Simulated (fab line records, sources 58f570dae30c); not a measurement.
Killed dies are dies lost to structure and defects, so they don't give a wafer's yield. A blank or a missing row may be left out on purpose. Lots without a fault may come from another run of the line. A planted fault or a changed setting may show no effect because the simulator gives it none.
Problem report in the 8D (eight disciplines) form, filled by code | flow berkeley_cmos170 | the parts of the form that need people (team, actions taken, sign-off) are left out

1. THE PROBLEM
oes_product_au at UCB170_V2_ETCH_14 reads a mean of 0.809 a.u. on 1 wafer of 1 lot; wafers without a fault read 0.872 a.u. with a standard deviation of 0.014. That is -4.5 standard deviations from the usual mean.
The step: etches SiO2 in CHF3/CF4/Ar, stops on Al, target depth 1250 nm, time 291 s.
First seen on wafer L848.4, day 11 06:13, on rie_diel-01. The record holds 37 wafers of 13 lots with a number at this step. Rule for "out", or "out of limits": more than 4 standard deviations from the usual mean. The other wafers with a number count as sound.

2. WHAT IT IS AND WHAT IT IS NOT
question                    | is                | is not
which readings at this step | oes_product_au    | chamber_pressure_mTorr, drypump_motor_current_A, throttle_valve_pct
which lots                  | L848              | L837, L839, L842, L844, L845, L847, L854, L855, L856, L857, L858, L859
which wafers of those lots  | L848.4            | L848.2, L848.5
read on which tools         | rie_diel-01       | rie_diel-02, rie_diel-04
when                        | from day 11 06:13 | up to then (20 sound wafers); but 16 sound wafers of L854, L855, L856, L857, L858, L859 came after

3. SUSPECTS, AND WHAT RULES EACH OUT
Counting: a tool at a process step up to the reading stays a suspect if it ran every lot that is out. Sound lots after the first of them don't rule it out here, since some wafers of a struck lot are sound.
- rie_diel-01 at UCB170_V2_ETCH_14 (etches SiO2 in CHF3/CF4/Ar, stops on Al, target depth 1250 nm, time 291 s): kept. It ran the lot that is out, L848 (day 11 06:13); its last sound lot up to then is L845 (day 10 10:10). Its own readings are out on those wafers: oes_product_au.
- Within rie_diel-01 at UCB170_V2_ETCH_14: the wafers that are out ran in chamber 1; their sound lot-mates ran in chamber 0.
Left after counting: rie_diel-01 at UCB170_V2_ETCH_14.

4. THE CAUSE (what the simulator had put in)
Process parameter drift: rie_diel-01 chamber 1, from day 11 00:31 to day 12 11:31, at UCB170_V2_ETCH_14. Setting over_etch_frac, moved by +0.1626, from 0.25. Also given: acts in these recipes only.
Counting left only this tool.

5. THE CHAIN OF EFFECTS, in route order
Each row: a reading whose mean over the struck wafers that have a number lies more than 3 standard deviations from the usual. Only readings for which the record gives a usual standard deviation are gone through. hours: the time from each lot's start at the first step in this table that gives one to its start at this step, as a median over the lots. sigmas: the change in usual standard deviations.
hours | step               | reading                  | usual      | on struck wafers | change | sigmas
0     | UCB170_V2_ETCH_14  | oes_product_au           | 0.872 a.u. | 0.809            | -0.063 | -4.5
0     | UCB170_V2_STRIP_15 | strip_time_to_endpoint_s | 15.30 s    | 14.28            | -1.02  | -5.4
The process steps in it:
- UCB170_V2_ETCH_14: etches SiO2 in CHF3/CF4/Ar, stops on Al, target depth 1250 nm, time 291 s.
- UCB170_V2_STRIP_15: strips in O2.

6. WHAT WOULD HAVE CAUGHT IT SOONER
In this record the first reading out of limits was taken at day 11 06:13, 6 hours after the fault began at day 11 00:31.
